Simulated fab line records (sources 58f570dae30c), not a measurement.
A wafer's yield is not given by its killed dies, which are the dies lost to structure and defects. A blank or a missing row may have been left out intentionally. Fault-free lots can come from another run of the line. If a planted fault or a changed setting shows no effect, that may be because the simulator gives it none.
Comparing a struck lot with a sound one | flow berkeley cmos170 | 20 steps out of a route of 331
Sound: these wafers, L404.1, L404.3, L404.6. Wafers struck: L413.2, L413.3, L413.4. The cause is named last.
At each step with rows: each side's tool, then ch and its chambers, then its first start. Under that, the readings that differ: sound wafers | struck wafers | difference of the means | sigmas: that difference in standard deviations of wafers without a fault.
alike: a reading whose means differ by less than 2 such deviations, as well as words and numbers matching on both sides. not compared: withheld readings; readings where some wafer has no value; bounds like >300 that might hide an equal value; numbers whose values overlap and for which the record gives no deviation.
Wherever a step has rows on one side only, a row that says differs or no value, or a row with sigmas, the two part there. Non-overlapping numbers with no deviation appear without sigmas and do not part them. A reading missing from all wafers of one side parts the sides only when that side holds two or more wafers.

UCB170_M1_STRIP_13: strips in O2.
  sound on plasma asher-02 ch 0,1, day 7 19:00; struck on plasma asher-02 ch 0,1, day 9 18:51
  alike: drypump motor current A, oes product au
  not compared: rf hours counter h
UCB170_M1_CD_MEAS_90: the cd target is 700 nm.
  struck on cd sem-02, day 9 18:58; sound on cd sem-01, day 7 19:06
  alike: cd nm
then, 1 step without rows for these wafers: UCB170_M1_ANNEAL_14 (time 1200 s).
UCB170_V1_CVD_00: deposits SiO2 from TEOS/O2, target thk 2000 nm, time 250 s.
  sound on pecvd-03 ch 0,1,2, day 7 22:25; struck on pecvd-03 ch 0,1,2, day 9 22:41
  alike: heater power w
UCB170_V1_THK_MEAS_01:
  struck on film metro-03, day 9 22:51; sound on film metro-03, day 7 22:34
  alike: V1_TEOS_THK
UCB170_V1_CMP_02: polishes SiO2.
  sound on cmp-02 ch 0,1,2, day 7 23:10; struck on cmp-02 ch 0,1,3, day 9 22:54
  alike: motor current A, retaining ring pressure frac
UCB170_V1_BOW_MEAS_03:
  struck on film metro-03, day 9 23:13; sound on film metro-03, day 7 23:22
  alike: V1_BOW
UCB170_V1_THK_MEAS_04:
  struck on film metro-03, day 9 23:20; sound on film metro-03, day 7 23:29
  alike: V1_POLISHED_THK
then, 4 steps without rows for these wafers: UCB170_V1_CLEAN_05 (cleans in DIW); UCB170_V1_HMDS_06 (prime time 60 s); UCB170_V1_COAT_07 (resist thk 900 nm); UCB170_V1_SOFTBAKE_08 (time 60 s).
UCB170_V1_EXPOSE_09: exposes mask VIA1, target cd 700 nm.
  sound on krf scanner-02 ch 0, day 8 00:50; struck on krf scanner-02 ch 0, day 10 02:10
  alike: mask
then, 2 steps without rows for these wafers: UCB170_V1_PEB_10; UCB170_V1_DEVELOP_11 (develop time 45 s).
UCB170_V1_CD_MEAS_12: the cd target is 700 nm.
  struck on cd sem-02, day 10 03:02; sound on cd sem-01, day 8 01:14
  reading    | sound             | struck            | difference | sigmas
  cd nm (nm) | 702.4 702.0 703.1 | 713.7 709.6 717.5 | +11.1      | +7
UCB170_V1_OVL_MEAS_13:
  struck on overlay-02, day 10 03:08; sound on overlay-01, day 8 01:21
  alike: V1_OVL
UCB170_V1_ETCH_14: etches SiO2 in CHF3/CF4/Ar, stops on Al, target depth 1250 nm, time 291 s.
  sound on rie diel-04 ch 0,1, day 8 01:23; struck on rie diel-03 ch 0,1,3, day 10 03:10
  reading             | sound             | struck          | difference | sigmas
  model.V1.cd nm (nm) | 702.3 701.8 702.9 | 713.2 709.3 717 | +10.8      |
  alike: CHF3_flow_sccm, cf4 flow sccm, drypump motor current A, mfc ar sccm, oes product au, throttle valve pct
  not compared: rf hours counter h
UCB170_V1_STRIP_15: strips in O2.
  sound on plasma asher-03 ch 0,1, day 8 01:34; struck on plasma asher-04 ch 0,1, day 10 03:21
  alike: drypump motor current A, oes product au, strip time to endpoint s
  not compared: rf hours counter h
UCB170_M3_PROBE_99:
  the record has rows for the sound wafers here (prober-01, day 8 12:53) and none for the struck ones

## WHERE THEY PART
Earliest at UCB170_V1_CD_MEAS_12; latest, in this record, at UCB170_M3_PROBE_99.

WHY: what the simulator had put in
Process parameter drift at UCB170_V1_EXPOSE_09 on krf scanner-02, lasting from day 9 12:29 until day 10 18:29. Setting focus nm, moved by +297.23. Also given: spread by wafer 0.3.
